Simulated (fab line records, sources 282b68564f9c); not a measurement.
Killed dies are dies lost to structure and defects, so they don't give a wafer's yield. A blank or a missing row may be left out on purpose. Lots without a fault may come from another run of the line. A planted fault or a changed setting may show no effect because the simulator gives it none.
Which tool did it? | flow rit_cmos | 15 lots, 45 wafers sampled, at 3 steps of a route of 202

WHAT THE GAUGES READ, wafer by wafer
RIT_PWELL_TW_MEAS_10.
lot  | measured    | on            | PWELL_TW
L214 | day 2 06:46 | film_metro-04 | 965 958 956
L215 | day 2 12:14 | film_metro-01 | 940 943 943
L216 | day 2 20:35 | film_metro-01 | 939 942 937
L217 | day 3 02:18 | film_metro-03 | 953 944 948
L218 | day 3 07:18 | film_metro-04 | 954 955 959
L219 | day 3 10:45 | film_metro-01 | 939 939 934
L220 | day 3 16:25 | film_metro-04 | 956 957 956
L223 | day 4 10:02 | film_metro-04 | 953 954 954
L225 | day 4 16:19 | film_metro-04 | 957 953 955
L228 | day 5 05:05 | film_metro-04 | 956 951 950
L230 | day 5 13:14 | film_metro-01 | 977 981 979 983 977 974
L233 | day 6 03:40 | film_metro-04 | 984 987 986 986 993 986
L234 | day 6 09:05 | film_metro-04 | 980 983 986 989 983 982
L235 | day 6 14:37 | film_metro-01 | 947 946 946
L236 | day 6 21:27 | film_metro-04 | 953 951 952

RIT_WELLDRIVE_RS_MEAS_02: measures by four-point-probe.
lot  | measured    | on            | PWELL_RS (ohm/sq)
L214 | day 2 13:52 | film_metro-04 | 429.5 428.9 430.1
L215 | day 2 20:52 | film_metro-04 | 427.6 427.6 428.2
L216 | day 3 03:19 | film_metro-01 | 429.9 429.8 430.5
L217 | day 3 09:28 | film_metro-03 | 429.5 429.8 429.0
L218 | day 3 13:32 | film_metro-01 | 430.9 431.0 431.3
L219 | day 3 17:26 | film_metro-01 | 432.3 431.1 432.4
L220 | day 3 23:09 | film_metro-03 | 430.6 430.4 431.8
L223 | day 4 15:20 | film_metro-04 | 429.9 429.4 429.8
L225 | day 4 22:50 | film_metro-04 | 428.5 428.4 428.3
L228 | day 5 11:24 | film_metro-04 | 430.9 432.6 431.4
L230 | day 5 20:41 | film_metro-01 | 401.4 400.2 401.3 400.7 400.6 401.1
L233 | day 6 17:32 | film_metro-04 | 399.6 399.9 399.6 399.2 399.9 400.1
L234 | day 6 17:30 | film_metro-04 | 400.8 400.1 399.6 400.4 400.1 398.9
L235 | day 6 20:14 | film_metro-04 | 429.4 429.4 429.6
L236 | day 7 02:43 | film_metro-01 | 430.5 429.3 429.4

WHICH TOOL RAN EACH LOT (tool, then ch and the chambers of the sampled wafers, then the start)
lot  | RIT_PWELL_IMPLANT_08
L214 | implanter-01 ch 0, day 2 06:27
L215 | implanter-02 ch 0, day 2 11:54
L216 | implanter-02 ch 0, day 2 20:19
L217 | implanter-02 ch 0, day 3 01:59
L218 | implanter-02 ch 0, day 3 07:01
L219 | implanter-03 ch 0, day 3 10:26
L220 | implanter-03 ch 0, day 3 16:05
L223 | implanter-01 ch 0, day 4 09:44
L225 | implanter-02 ch 0, day 4 15:59
L228 | implanter-02 ch 0, day 5 04:46
L230 | implanter-02 ch 0, day 5 12:55
L233 | implanter-02 ch 0, day 6 03:23
L234 | implanter-02 ch 0, day 6 08:46
L235 | implanter-01 ch 0, day 6 14:17
L236 | implanter-03 ch 0, day 6 21:08
- RIT_PWELL_IMPLANT_08

WHAT THE TOOLS THEMSELVES READ (means of the sampled wafers that have a number; where no wafer has one, the mark that the record gives instead)
RIT_PWELL_IMPLANT_08.
lot  | tool         | beam_energy_keV | dose_ions_cm2 | faraday_current_uA
L214 | implanter-01 | 169.97          | 7e+13         | 221
L215 | implanter-02 | 170.03          | 7e+13         | 220
L216 | implanter-02 | 170.04          | 7e+13         | 225
L217 | implanter-02 | 169.96          | 7e+13         | 222
L218 | implanter-02 | 170.01          | 7e+13         | 224
L219 | implanter-03 | 170.03          | 7e+13         | 219
L220 | implanter-03 | 170.03          | 7e+13         | 220
L223 | implanter-01 | 170.03          | 7e+13         | 224
L225 | implanter-02 | 170.04          | 7e+13         | 223
L228 | implanter-02 | 169.95          | 7e+13         | 227
L230 | implanter-02 | 170.00          | 8e+13         | 252
L233 | implanter-02 | 169.98          | 8e+13         | 249
L234 | implanter-02 | 170.00          | 8e+13         | 249
L235 | implanter-01 | 169.98          | 7e+13         | 223
L236 | implanter-03 | 170.07          | 7e+13         | 224

THE ANSWER, worked out from the rows above alone
Rule: what is usual is taken from the lots themselves. Put in order of their means at a reading, lots are off if they are a third of the lots or fewer, leave a main group of 4 or more, and stand apart from it by a gap of 3 or more times the standard deviation of the main group's means; of several such gaps the widest counts. A main group whose means are all the same, to the digits that the tables above print for the reading, isn't used. A lot without any number at a reading at which 4 lots or more have one is off too. The other lots that the step has rows for count as sound. The gauges are gone through in route order, then the tools' own readings, and for those a lot's mean is taken as printed above. The first step at which some lot is off is used, and at that step the reading that is off furthest; a lot without a number counts as furthest.
Off: L230, L233, L234, at RIT_WELLDRIVE_RS_MEAS_02 (PWELL_RS). The main group: mean 430.0 ohm/sq, standard deviation 1.2.
A tool fits if, at a process step before that reading, it ran every lot that is off, and no sound lot after the first of them. The gauges at RIT_WELLDRIVE_RS_MEAS_02 aren't tried: what is off there is off at RIT_PWELL_IMPLANT_08 too, on other tools, and a gauge's error can't cause that. One fits: implanter-02 at RIT_PWELL_IMPLANT_08. Its last sound lot is L228 (day 5 04:46), its first lot that is off L230 (day 5 12:55): a fault that began between those two fits.
The tool's own readings at RIT_PWELL_IMPLANT_08 bear it out: on the lots that are off they differ by more than 5 times the standard deviation of the sound lots' means. dose_ions_cm2 reads 8e+13 there against 7e+13 on the sound lots; faraday_current_uA reads 250 there against 223 on the sound lots.

WHAT THE SIMULATOR HAD PUT IN
Process parameter drift: implanter-02, from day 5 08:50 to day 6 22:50, at RIT_PWELL_IMPLANT_08. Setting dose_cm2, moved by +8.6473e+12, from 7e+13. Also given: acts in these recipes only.
Lots struck among those shown: L230, L233, L234. The rule above found the same.
